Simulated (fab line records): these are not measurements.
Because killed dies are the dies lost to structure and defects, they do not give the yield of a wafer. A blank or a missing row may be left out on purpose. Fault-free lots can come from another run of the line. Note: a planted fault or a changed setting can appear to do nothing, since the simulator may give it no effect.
Which of the tools did it?    flow berkeley cmos170    45 wafers from 15 lots sampled at 2 of the route's 331 steps

== WHAT THE GAUGES READ, wafer by wafer ==
UCB170_PWELL_TW_MEAS_17.
lot   measured     on             PWELL_TW
L390  day 3 07:29  film metro-03  378.3 377.5 377.6
L391  day 3 13:22  film metro-01  381.3 380.5 382.8
L389  day 3 13:27  film metro-04  377.6 378.0 376.8
L394  day 4 01:26  film metro-01  469.0 467.4 466.5
L393  day 4 01:23  film metro-04  384.6 380.3 379.6
L396  day 5 00:19  film metro-03  468.9 466.8 469.4
L400  day 5 15:40  film metro-03  464.3 464.2 466.6
L404  day 6 10:17  film metro-04  379.7 379.5 379.9
L403  day 6 10:33  film metro-03  376.7 379.1 377.9
L406  day 7 05:12  film metro-04  382.3 381.2 380.9
L410  day 7 11:08  film metro-04  383.2 384.3 381.7
L409  day 7 11:23  film metro-03  378.5 379.9 378.7
L408  day 7 11:31  film metro-01  378.2 378.4 378.4
L411  day 8 04:55  film metro-04  380.9 378.0 377.6
L412  day 8 05:10  film metro-04  379.3 379.0 379.8

== WHAT TOOL EACH LOT RAN ON (gives the tool, then ch and the chambers of the sampled wafers, and finally the start) ==
lot   UCB170_PWELL_IMPLANT_15
L390  implanter-04 ch 0, day 3 07:16
L391  implanter-04 ch 0, day 3 13:07
L389  implanter-02 ch 0, day 3 13:14
L394  implanter-04 ch 0, day 4 00:53
L393  implanter-03 ch 0, day 4 01:08
L396  implanter-04 ch 0, day 4 23:34
L400  implanter-03 ch 0, day 5 15:02
L404  implanter-04 ch 0, day 6 10:02
L403  implanter-03 ch 0, day 6 10:20
L406  implanter-02 ch 0, day 7 04:57
L410  implanter-04 ch 0, day 7 10:53
L409  implanter-02 ch 0, day 7 11:10
L408  implanter-03 ch 0, day 7 11:16
L411  implanter-04 ch 0, day 8 04:43
L412  implanter-04 ch 0, day 8 04:55
- UCB170_PWELL_IMPLANT_15

== WHAT THE TOOLS THEMSELVES READ (means of the sampled wafers that have a number; where no wafer has one, the mark that the record gives instead) ==
The record holds no such reading with a usual standard deviation.

== THE ANSWER, worked out from the rows above alone ==
Rule: what is usual is taken from the lots themselves. Put in order of their means at a reading, lots are off if they are a third of the lots or fewer, leave a main group of 4 or more, and stand apart from it by a gap of 3 or more times the standard deviation of the main group's means; of several such gaps the widest counts. A main group is skipped when, at the precision printed for the reading in the tables above, its means are all equal. A lot without any number at a reading at which 4 lots or more have one is off too. The other lots that the step has rows for count as sound. The gauges are gone through in route order, then the tools' own readings, and for those a lot's mean is taken as printed above. At the first step where some lot is off, the reading lying furthest off is the one used; lots without a number count as furthest.
Off: at UCB170_PWELL_TW_MEAS_17 (PWELL_TW), L394, L396, L400. Mean 379.7 and standard deviation 1.7 in the main group.
If a tool, at a process step before that reading, ran all the lots that are off and no sound lot after the first of them, it fits. Gauges at UCB170_PWELL_TW_MEAS_17: tried the same way as those tools. Of those tried, none fits.

== WHAT THE SIMULATOR PUT IN ==
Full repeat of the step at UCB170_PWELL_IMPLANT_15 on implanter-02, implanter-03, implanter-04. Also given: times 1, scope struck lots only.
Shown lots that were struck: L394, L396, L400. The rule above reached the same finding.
